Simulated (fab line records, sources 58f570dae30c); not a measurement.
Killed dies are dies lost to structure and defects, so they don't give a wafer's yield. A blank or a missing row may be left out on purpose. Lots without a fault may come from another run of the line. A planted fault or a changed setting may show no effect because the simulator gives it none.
Which tool did it? | flow berkeley_cmos170 | 6 lots, 18 wafers sampled, at 2 steps of a route of 331

WHAT THE GAUGES READ, wafer by wafer
UCB170_NSD_CD_MEAS_06: target cd 1200 nm.
lot  | measured     | on        | cd_nm (nm)
L865 | day 7 02:59  | cd_sem-02 | 1199.8 1200.0 1199.3
L864 | day 7 03:15  | cd_sem-01 | 1200.8 1200.1 1200.5
L867 | day 7 22:53  | cd_sem-02 | 1199.6 1197.4 1198.7
L869 | day 8 20:22  | cd_sem-01 | 1199.7 1199.1 1200.3
L873 | day 9 09:20  | cd_sem-02 | 1199.3 1199.2 1197.4
L878 | day 10 12:08 | cd_sem-02 | 1201.8 1202.1 1199.8 1202.0 1202.1 1199.7

WHICH TOOL RAN EACH LOT (tool, then ch and the chambers of the sampled wafers, then the start)
lot  | UCB170_NSD_COAT_01
L865 | litho_track-03 ch 0, day 7 02:11
L864 | litho_track-02 ch 0, day 7 02:20
L867 | litho_track-04 ch 0, day 7 22:11
L869 | litho_track-03 ch 0, day 8 19:41
L873 | litho_track-04 ch 0, day 9 08:19
L878 | litho_track-04 ch 0, day 10 11:17
- UCB170_NSD_COAT_01: resist thk 900 nm.

THE ANSWER, worked out from the rows above alone
Rule: what is usual is taken from the lots themselves. Put in order of their means at a reading, lots are off if they are a third of the lots or fewer, leave a main group of 4 or more, and stand apart from it by a gap of 3 or more times the standard deviation of the main group's means; of several such gaps the widest counts. A main group whose means are all the same, to the digits that the tables above print for the reading, isn't used. A lot without any number at a reading at which 4 lots or more have one is off too. The other lots that the step has rows for count as sound.
No lot is off at any reading shown: from this, nothing can be told.

WHAT THE SIMULATOR HAD PUT IN
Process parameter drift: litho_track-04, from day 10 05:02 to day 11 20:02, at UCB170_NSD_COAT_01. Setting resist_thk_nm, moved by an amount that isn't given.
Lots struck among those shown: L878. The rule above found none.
